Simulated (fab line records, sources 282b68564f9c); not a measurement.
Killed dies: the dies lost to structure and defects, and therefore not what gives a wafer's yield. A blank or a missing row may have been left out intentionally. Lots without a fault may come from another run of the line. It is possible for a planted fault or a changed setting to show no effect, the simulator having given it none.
A lot that was struck, set against a sound lot + flow rit_cmos + 15 steps out of a route of 202
Sound: the wafers L885.3, L885.4, L885.5. The struck wafers were L890.2, L890.3, L890.6. The cause is named last.
At each step with rows: each side's tool, then ch and its chambers, then its first start. Under that, the readings that differ: sound wafers + struck wafers + difference of the means + sigmas: that difference in standard deviations of wafers without a fault.
alike: readings with means less than 2 such deviations apart, plus words and numbers identical on both sides. not compared: withheld readings, readings lacking a value on some wafer, bounds such as >300 that could conceal the same value, and numbers that have no deviation in the record and whose values overlap.
The two part at a step that has a row with sigmas, a row that says differs or no value, or rows on one side only. Numbers that don't overlap but have no deviation are shown without sigmas and don't part them. Lack of a reading on every wafer of one side parts them only where that side has two or more wafers.

first, 4 steps without rows for these wafers: RIT_PLDD_SOFTBAKE_02 (time 60 s); RIT_PLDD_EXPOSE_03 (exposes mask M8, target cd 40900 nm); RIT_PLDD_PEB_04; RIT_PLDD_DEVELOP_05 (develop time 50 s).
RIT_PLDD_OVL_MEAS_06:
  sound on overlay-01, day 4 06:23; struck on overlay-02, day 5 06:51
  alike: PLDD_OVL
then, 2 steps without rows for these wafers: RIT_PLDD_HARDBAKE_07 (time 60 s); RIT_PLDD_IMPLANT_08.
RIT_PLDD_STRIP_09: strips in O2, time 180 s.
  sound on plasma_asher-02 ch 0,1, day 4 06:46; struck on plasma_asher-04 ch 1, day 5 07:11
  alike: drypump_motor_current_A
  not compared: rf_hours_counter_h
RIT_PLDD_TW_MEAS_10:
  sound on film_metro-01, day 4 06:54; struck on film_metro-02, day 5 07:22
| reading | sound          | struck         | difference | sigmas |
|---------|----------------|----------------|------------|--------|
| PLDD_TW | 2408 2413 2399 | 2326 2321 2332 | -80        | -2     |
then, 3 steps without rows for these wafers: RIT_SPACER_CLEAN_00 (cleans in SC1, time 600 s); RIT_SPACER_CLEAN_01 (cleans in dHF, time 30 s); RIT_SPACER_CLEAN_02 (cleans in SC2, time 600 s).
RIT_SPACER_CVD_03: deposits Si3N4 from SiH2Cl2/NH3, target thk 250 nm, time 3300 s.
  sound on lpcvd-01 ch 1, day 4 07:18; struck on lpcvd-02 ch 1, day 5 07:49
| reading                                  | sound             | struck            | difference | sigmas      |
|------------------------------------------|-------------------|-------------------|------------|-------------|
| spike_tc_centre_C (C)                    | 812.0 810.6 812.1 | 847.3 848.2 847.6 | +36.1      | +26         |
| spike_tc_load_C (C)                      | 836.5 838.0 838.3 | 868.2 868.4 866.0 | +29.9      | +12         |
| spike_tc_source_C (C)                    | 833.5 834.9 834.9 | 867.5 868.3 867.7 | +33.4      | +12         |
| susceptor_temp_C (C)                     | 810.4 810.2 809.6 | 846.6 846.6 846.6 | +36.5      | +99 or more |
| zone_power_source_pct (%)                | 21.0 20.6 20.7    | 24.6 24.2 24.5    | +3.7       | +3          |
| model.Si3N4_of_SPACER_CVD_03.thk_nm (nm) | 252.5 251.8 249.8 | 419.2 416.5 419.8 | +167.1     |             |
  alike: zone_power_load_pct
RIT_SPACER_THK_MEAS_04:
  sound on film_metro-04, day 4 09:14; struck on film_metro-04, day 5 09:44
| reading                 | sound             | struck            | difference | sigmas |
|-------------------------|-------------------|-------------------|------------|--------|
| SPACER_NITRIDE_THK (nm) | 252.4 251.6 249.9 | 419.1 416.5 419.8 | +167.2     | +84    |
RIT_SPACER_ETCHBACK_05: etches Si3N4 in SF6/CHF3, stops on SiO2, target depth 250 nm, time 240 s.
  sound on rie_diel-03 ch 1,2,3, day 4 09:17; struck on rie_diel-02 ch 0,2, day 5 09:47
| reading                                  | sound             | struck            | difference | sigmas |
|------------------------------------------|-------------------|-------------------|------------|--------|
| oes_product_au (a.u.)                    | 0.848 0.836 0.838 | 1.010 0.988 1.011 | +0.162     | +12    |
| model.Si3N4_of_SPACER_CVD_03.thk_nm (nm) | 198.1 197.2 195.6 | 328.5 325.6 329.1 | +130.8     |        |
| model.etch.depth_nm (nm)                 | 252.5 251.8 249.8 | 312.8 315.7 312.4 | +62.3      |        |
  alike: drypump_motor_current_A, throttle_valve_pct
  not compared: rf_hours_counter_h

== WHERE THEY PART ==
First at RIT_PLDD_TW_MEAS_10; last, within this record, at RIT_SPACER_ETCHBACK_05.

WHY: what had been put in by the simulator
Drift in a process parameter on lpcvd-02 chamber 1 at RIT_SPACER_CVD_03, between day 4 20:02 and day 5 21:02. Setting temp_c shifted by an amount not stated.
